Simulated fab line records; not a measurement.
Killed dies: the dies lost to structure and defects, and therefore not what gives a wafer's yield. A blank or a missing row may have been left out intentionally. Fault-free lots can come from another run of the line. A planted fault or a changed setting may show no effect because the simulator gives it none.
fab line records	flow berkeley_cmos170
[record] lots = 6	wafers = 18	last_day = 11
route steps=331 shown M1@238 M3@331
lots that met no fault: taken from a fault-free run of the same line
start_h: hours from the record's first day to the start of the lot's first wafer shown	wait_h: time in hours since the lot's previous step	" repeats the value in the row above	L1.1+2: a single row standing in for several wafers	- either no value or no given start	* or withheld: withheld	< > ~ a bound
route shown NAME@n: a module of which the file shows steps, and the number in the route of the first	usual: average and standard deviation across the fault-free wafers	same: alike in all rows	chamber/n: place in a boat	sites: per-site readings	_std_site: the standard deviation of these	_edge_site: outer sites' mean less inner sites'	radius_mm: how far each site lies from the wafer's centre	mask NAME#n: copy n	behind: the tool/chamber that last shaped the wafer	hold: reason for holding the lot/hours on hold/outcome of the hold	device: names the non-switching transistor (n, p or np)	end of line: the tests these same wafers got at the end of their route	a step given without rows: its recipe and nothing more	killed: not the wafer's yield, but the dies lost to structure and defects at the first sort	map: a wafer's dies, x killed, . not, _ none there
set.NAME: the setting the step ran with; set.NAME@STEP: the setting that earlier step ran with	model.NAME: the simulator's own value behind a step, which no gauge read
lots seen at some steps along the route; tables by step, rows by wafer
services: from which hour (start_h, from the record's first day; less than 0 if before it) a tool's chamber was out of use, for how many hours, and why
[[steps]]
[step UCB170_M1_SPUTTER_00]
[recipe] material = Al	target_thk_nm = 600	time_s = 80	power_w = 6000	chamber_pressure_pa = 0.5
[usual] throttle_valve_pct = 30.1/0.67
lot.wafer	tool	chamber	start_h	wait_h	throttle_valve_pct
L707.2	pvd_sputter-01	-	172.76	0.0	30.1
L707.3	"	-	"	"	29.3
L707.4	"	-	"	"	31.4
L708.3	pvd_sputter-01	-	183.18	0.0	29.1
L708.5	"	-	"	"	29.2
L708.6	"	-	"	"	30.1
L715.1	pvd_sputter-04	-	216.24	0.0	31.0
L715.3	"	-	"	"	29.1
L715.5	"	-	"	"	28.8
L718.1	pvd_sputter-03	-	227.48	0.0	30.5
L718.2	"	-	"	"	29.7
L718.6	"	-	"	"	30.2
L723.1	pvd_sputter-03	-	251.03	0.0	29.5
L723.2	"	-	"	"	29.8
L723.6	"	-	"	"	29.7
L722.1	pvd_sputter-01	-	251.43	0.0	30.1
L722.2	"	-	"	"	29.4
L722.6	"	-	"	"	30.4
[step UCB170_M1_RS_MEAS_01]
[recipe] thk_meas_gauge = four-point-probe	reads = Al_of_M1_SPUTTER_00
[usual] M1_AL_RS = 0.0486/0.00079
lot.wafer	tool	chamber	start_h	wait_h	M1_AL_RS[ohm/sq]
L707.2	film_metro-04	-	172.84	0.1	0.0494
L707.3	"	-	"	"	0.0500
L707.4	"	-	"	"	0.0500
L708.3	film_metro-01	-	183.28	0.1	0.0482
L708.5	"	-	"	"	0.0484
L708.6	"	-	"	"	0.0473
L715.1	film_metro-01	-	216.31	0.0	0.0488
L715.3	"	-	"	"	0.0475
L715.5	"	-	"	"	0.0490
L718.1	film_metro-01	-	227.54	0.0	0.0495
L718.2	"	-	"	"	0.0483
L718.6	"	-	"	"	0.0487
L723.1	film_metro-02	-	251.09	0.0	0.0483
L723.2	"	-	"	"	0.0493
L723.6	"	-	"	"	0.0487
L722.1	film_metro-04	-	251.49	0.0	0.0480
L722.2	"	-	"	"	0.0477
L722.6	"	-	"	"	0.0481
[step UCB170_M1_THK_MEAS_02]
[recipe] thk_meas_gauge = xrf	reads = Al_of_M1_SPUTTER_00
[usual] M1_AL_THK = 599/10
lot.wafer	tool	chamber	start_h	wait_h	M1_AL_THK[nm]
L707.2	film_metro-04	-	172.95	0.1	587
L707.3	"	-	"	"	579
L707.4	"	-	"	"	581
L708.3	film_metro-01	-	183.38	0.1	600
L708.5	"	-	"	"	600
L708.6	"	-	"	"	614
L715.1	film_metro-01	-	216.43	0.1	592
L715.3	"	-	"	"	611
L715.5	"	-	"	"	587
L718.1	film_metro-01	-	227.66	0.1	585
L718.2	"	-	"	"	598
L718.6	"	-	"	"	594
L723.1	film_metro-02	-	251.21	0.1	609
L723.2	"	-	"	"	599
L723.6	"	-	"	"	606
L722.1	film_metro-04	-	251.61	0.1	607
L722.2	"	-	"	"	611
L722.6	"	-	"	"	607
[step UCB170_M1_COAT_03]
[recipe] resist = BARC	temp_c = withheld	time_s = withheld	spin_rpm = 3000	resist_thk_nm = withheld
[step UCB170_M1_COAT_04]
[recipe] resist = KrF	spin_rpm = 1500	resist_thk_nm = 900
[step UCB170_M1_SOFTBAKE_05]
[recipe] resist = KrF	temp_c = 130	time_s = 60
[step UCB170_M1_EXPOSE_06]
[recipe] mask_id = METAL1	target_cd_nm = 700	na = 0.5	sigma_outer = 0.6	source_shape = conventional	dose_mj = 21
[step UCB170_M1_PEB_07]
[recipe] peb_temp_c = 130	peb_time_s = withheld	resist = KrF
[step UCB170_M1_DEVELOP_08]
[recipe] developer = TMAH	develop_time_s = 45	resist = KrF	dev_temp_c = 21
[step UCB170_M1_CD_MEAS_09]
[recipe] target_cd_nm = 700
[usual] cd_nm = 699.8/1.6
lot.wafer	tool	chamber	start_h	wait_h	cd_nm
L707.2	cd_sem-02	-	174.28	-	699.7
L707.3	"	-	"	"	700.0
L707.4	"	-	"	"	700.9
L708.3	cd_sem-01	-	184.57	-	697.8
L708.5	"	-	"	"	698.3
L708.6	"	-	"	"	699.4
L715.1	cd_sem-02	-	217.47	-	699.5
L715.3	"	-	"	"	699.5
L715.5	"	-	"	"	698.7
L718.1	cd_sem-01	-	228.89	-	701.4
L718.2	"	-	"	"	700.7
L718.6	"	-	"	"	702.0
L723.1	cd_sem-02	-	253.03	-	697.8
L723.2	"	-	"	"	700.1
L723.6	"	-	"	"	698.6
L722.1	cd_sem-01	-	253.60	-	699.9
L722.2	"	-	"	"	701.2
L722.6	"	-	"	"	699.7
[step UCB170_M1_OVL_MEAS_10]
[usual] M1_OVL = -2/5.7
lot.wafer	tool	chamber	start_h	wait_h	M1_OVL[nm]
L707.2	overlay-01	-	174.38	0.1	-7
L707.3	"	-	"	"	2
L707.4	"	-	"	"	-4
L708.3	overlay-02	-	184.69	0.1	3
L708.5	"	-	"	"	6
L708.6	"	-	"	"	8
L715.1	overlay-02	-	217.59	0.1	-2
L715.3	"	-	"	"	10
L715.5	"	-	"	"	-2
L718.1	overlay-01	-	229.01	0.1	0
L718.2	"	-	"	"	-7
L718.6	"	-	"	"	-1
L723.1	overlay-01	-	253.15	0.1	-5
L723.2	"	-	"	"	-7
L723.6	"	-	"	"	-11
L722.1	overlay-01	-	253.72	0.1	-4
L722.2	"	-	"	"	1
L722.6	"	-	"	"	4
[step UCB170_M1_ETCH_11]
[recipe] chemistry = N2/H2	target_depth_a = withheld	overetch_a = withheld	target = BARC	time_s = withheld	source_w = 500	bias_w = 100	pressure_mtorr = 30	n2_flow_sccm = 100	h2_flow_sccm = 200
[usual] drypump_motor_current_A = 5.9/0.32	n2_flow_sccm = 100.0/0.31	oes_product_au = 1.009/0.023	throttle_valve_pct = 13.36/0.23
lot.wafer	tool	chamber	start_h	wait_h	drypump_motor_current_A	n2_flow_sccm	oes_product_au	throttle_valve_pct
L707.2	rie_diel-03	2	174.41	0.0	6.0	100.3	0.996	13.19
L707.3	"	0	"	"	5.7	100.5	1.029	13.18
L707.4	"	1	"	"	6.2	99.8	0.998	13.53
L708.3	rie_diel-03	3	184.72	0.0	5.6	100.2	0.984	13.66
L708.5	"	0	"	"	5.7	100.0	1.052	13.18
L708.6	"	1	"	"	6.2	100.1	1.006	13.53
L715.1	rie_diel-03	0	217.63	0.0	5.7	100.3	1.053	13.17
L715.3	"	1	"	"	6.2	99.8	1.005	13.54
L715.5	"	2	"	"	6.0	100.0	0.998	13.20
L718.1	rie_diel-02	3	229.05	0.0	5.9	100.0	0.991	13.44
L718.2	"	0	"	"	6.0	100.2	1.001	13.61
L718.6	"	3	"	"	6.0	99.9	0.991	13.46
L723.1	rie_diel-02	0	253.19	0.0	6.0	100.4	1.015	13.64
L723.2	"	2	"	"	5.5	99.6	1.044	13.48
L723.6	"	0	"	"	6.1	100.1	1.002	13.63
L722.1	rie_diel-04	0	253.75	0.0	5.3	100.3	1.026	13.46
L722.2	"	3	"	"	6.8	100.7	1.028	13.01
L722.6	"	0	"	"	5.3	100.2	1.038	13.46
[step UCB170_M1_METAL_ETCH_12]
[recipe] chemistry = Cl2/BCl3	target = Al	stop_on = PSG	pressure_mtorr = 12	target_depth_a = 7800	over_etch_frac = 0.3	time_s = 130	icp_w = 600	bias_w = 120	Cl2_flow_sccm = 90	bcl3_flow_sccm = 45
[usual] drypump_motor_current_A = 5.8/0.6	oes_product_au = 0.853/0.013	throttle_valve_pct = 24.64/0.12
lot.wafer	tool	chamber	start_h	wait_h	drypump_motor_current_A	oes_product_au	rf_hours_counter_h	throttle_valve_pct	model.KrF_of_M1_COAT_04.thk_nm	model.M1.cd_nm
L707.2	rie_metal-01	1	174.46	-	5.0	0.842	8	24.47	431.4	692.5
L707.3	"	1	"	"	5.0	0.854	-	24.46	429.2	693.6
L707.4	"	0	"	"	5.4	0.840	-	24.60	452.2	703
L708.3	rie_metal-04	0	184.80	-	6.8	0.849	-	24.82	409.9	696.2
L708.5	"	0	"	"	6.8	0.849	-	24.81	411.9	699.1
L708.6	"	1	"	"	5.8	0.876	-	24.74	460.8	701.1
L715.1	rie_metal-01	0	217.67	-	5.4	0.846	12	24.59	535.4	706.6
L715.3	"	1	"	"	5.0	0.873	-	24.43	428.5	691.8
L715.5	"	1	"	"	5.0	0.851	-	24.47	431.3	694.4
L718.1	rie_metal-01	0	229.09	-	5.4	0.840	12	24.59	540.2	708.3
L718.2	"	1	"	"	5.0	0.855	9	24.47	433.6	696.5
L718.6	"	0	"	"	5.3	0.853	-	24.59	539.6	708.6
L723.1	rie_metal-02	1	253.23	-	6.2	0.838	13	24.66	436.5	697
L723.2	"	0	"	"	6.0	0.851	2	24.69	424.1	698.5
L723.6	"	0	"	"	6.1	0.854	-	24.70	426	700.3
L722.1	rie_metal-02	0	253.80	-	6.0	0.852	2	24.70	427.3	700.5
L722.2	"	1	"	"	6.2	0.844	13	24.68	440.8	699.8
L722.6	"	1	"	"	6.2	0.844	-	24.69	441.9	696.8
[step UCB170_M1_STRIP_13]
[recipe] chemistry = O2	power_w = 400	pressure_mtorr = 3500	platen_temp_c = withheld	o2_flow_sccm = 400	overash_fraction = 0.5
[usual] drypump_motor_current_A = 5.9/0.42	oes_product_au = 0.720/0.0047
lot.wafer	tool	chamber	start_h	wait_h	drypump_motor_current_A	oes_product_au	rf_hours_counter_h
L707.2	plasma_asher-04	0	174.59	0.1	6.6	0.717	7
L707.3	"	1	"	"	5.9	0.716	-
L707.4	"	0	"	"	6.6	0.730	-
L708.3	plasma_asher-01	1	184.93	0.1	6.5	0.717	-
L708.5	"	0	"	"	5.3	0.723	-
L708.6	"	1	"	"	6.5	0.720	-
L715.1	plasma_asher-02	1	217.80	0.1	5.7	0.723	56
L715.3	"	1	"	"	5.7	0.709	-
L715.5	"	1	"	"	5.7	0.717	-
L718.1	plasma_asher-04	1	229.23	0.1	5.9	0.719	13
L718.2	"	0	"	"	6.6	0.719	13
L718.6	"	1	"	"	5.9	0.722	-
L723.1	plasma_asher-02	0	253.36	0.1	5.6	0.715	60
L723.2	"	1	"	"	5.8	0.717	60
L723.6	"	1	"	"	5.7	0.716	-
L722.1	plasma_asher-02	1	253.93	0.1	5.8	0.714	60
L722.2	"	0	"	"	5.6	0.720	60
L722.6	"	0	"	"	5.6	0.720	-
[step UCB170_M3_PROBE_99]
lot.wafer	tool	chamber	start_h	wait_h	model.etest.ring.over_limit	model.etest.m1_comb_over_steps.over_limit	model.etest.antenna_m1.vt_shift_v
L707.2	prober-02	-	191.69	0.1	0	0	-0.01375
L707.3	prober-02	-	191.74	0.2	0	0	-0.01559
L707.4	prober-02	-	191.79	0.2	0	0	-0.01094
L708.3	prober-01	-	200.10	0.2	0	0	-0.01163
L708.5	prober-01	-	200.20	0.2	0	0	-0.01006
L708.6	prober-01	-	200.25	0.2	0	0	-0.007551
L715.1	prober-01	-	233.70	0.1	1	1	0.002394
L715.3	prober-01	-	233.80	0.2	0	0	-0.004229
L715.5	prober-01	-	233.90	0.2	0	0	-0.01079
L718.1	prober-01	-	247.15	0.1	1	1	2.128e-05
L718.2	prober-01	-	247.20	0.1	0	0	-0.0102
L718.6	prober-01	-	247.40	0.2	1	1	0.00186
L723.1	prober-02	-	268.52	0.1	0	0	-0.00453
L723.2	prober-02	-	268.57	0.1	0	0	-0.008504
L723.6	prober-02	-	268.77	0.2	0	0	-0.0149
L722.1	prober-01	-	268.69	0.1	0	0	-0.01233
L722.2	prober-01	-	268.74	0.1	0	0	-0.007763
L722.6	prober-01	-	268.94	0.2	0	0	-0.009351
// killed by level:class
L707.2 GATE:geometric_particle:short=1 SPACER:geometric_particle:open=1 M1:geometric_particle:short=1 ACTIVE:area_etch=1
L707.3 SILICIDE:geometric_particle:short=1 M3:geometric_particle:short=1
L707.4 ACTIVE:area_etch=2 FIELD:geometric_particle:open=1 GATE:geometric_particle:open=1 SPACER:geometric_particle:open=1 SILICIDE:geometric_particle:short=1 M1:geometric_particle:short=1 M3:geometric_particle:short=1
L708.3 SACOX:geometric_particle:open=2 M3:geometric_particle:short=2 SILICIDE:geometric_particle:open=1
L708.5 M2:geometric_particle:short=1
L708.6 PWELL:area_etch=3 M2:geometric_particle:short=1 V2:geometric_particle:open=1 M3:geometric_particle:short=1
L723.1 WELLDRIVE:geometric_particle:short=1 NVT:coat_microbubble_printed=1
L723.2 V2:geometric_particle:open=2 WELLDRIVE:geometric_particle:short=1
L722.1 GATE:geometric_particle:short=1 SPACER:geometric_particle:open=1
L722.2 GATE:geometric_particle:open=1 GATE:geometric_particle:short=1 M1:geometric_particle:short=1 M2:geometric_particle:short=1
L723.6 SILICIDE:geometric_particle:short=2 SCREENOX:geometric_particle:short=1 GATE:geometric_particle:open=1 V1:geometric_particle:open=1
L722.6 SILICIDE:geometric_particle:short=2 PWELL:area_etch=1
[[services]]
tool	chamber	start_h	hours	kind
rie_metal-01	0	150.69	1.5	repair
rie_diel-04	0	151.13	-	clean
rie_diel-04	0	151.13	24.6	scheduled_down
rie_diel-04	0	151.13	24.6	vent_cycle
rie_metal-02	0	153.45	-	clean
rie_metal-02	0	153.45	14.3	scheduled_down
rie_metal-02	0	153.45	14.3	vent_cycle
plasma_asher-01	-	158.26	15.6	pm
rie_diel-02	3	165.03	11.4	repair
rie_diel-02	2	176.40	-	clean
rie_diel-02	2	176.40	22.9	scheduled_down
rie_diel-02	2	176.40	22.9	vent_cycle
rie_diel-02	0	179.02	21.5	repair
rie_metal-04	-	182.14	1.4	pm
rie_diel-02	0	203.60	-	clean
rie_diel-02	0	203.60	18.2	scheduled_down
rie_diel-02	0	203.60	18.2	vent_cycle
rie_metal-02	-	220.74	0.1	repair
rie_diel-03	1	239.99	-	clean
rie_diel-03	1	239.99	12.2	scheduled_down
rie_diel-03	1	239.99	12.2	vent_cycle
rie_metal-04	-	242.82	14.6	pm
rie_metal-01	0	246.15	20.6	repair
pvd_sputter-01	-	246.39	2.3	repair
[[key]]
first_sign none at tools or gauges
[model_effect] step = UCB170_M1_METAL_ETCH_12	value = KrF_of_M1_COAT_04.thk_nm	without = 452	struck = 538.4
[model_effect] step = UCB170_M3_PROBE_99	value = etest.ring.over_limit	without = 0	struck = 1
met_at UCB170_M1_METAL_ETCH_12
struck_wafers L715.1,L718.1,L718.6
sort_left_out L715.1,L718.1,L718.6
onset_between 174.46 217.67
[fault] kind = process_parameter_drift	tool = rie_metal-01	chamber = 0	onset_h = 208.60	steps = UCB170_M1_METAL_ETCH_12	channel = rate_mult	offset = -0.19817	shape = step	end_h = 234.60
// sort_left_out: the simulated sort isn't trusted on such a fault, so these wafers' sort isn't shown, and their yield isn't known
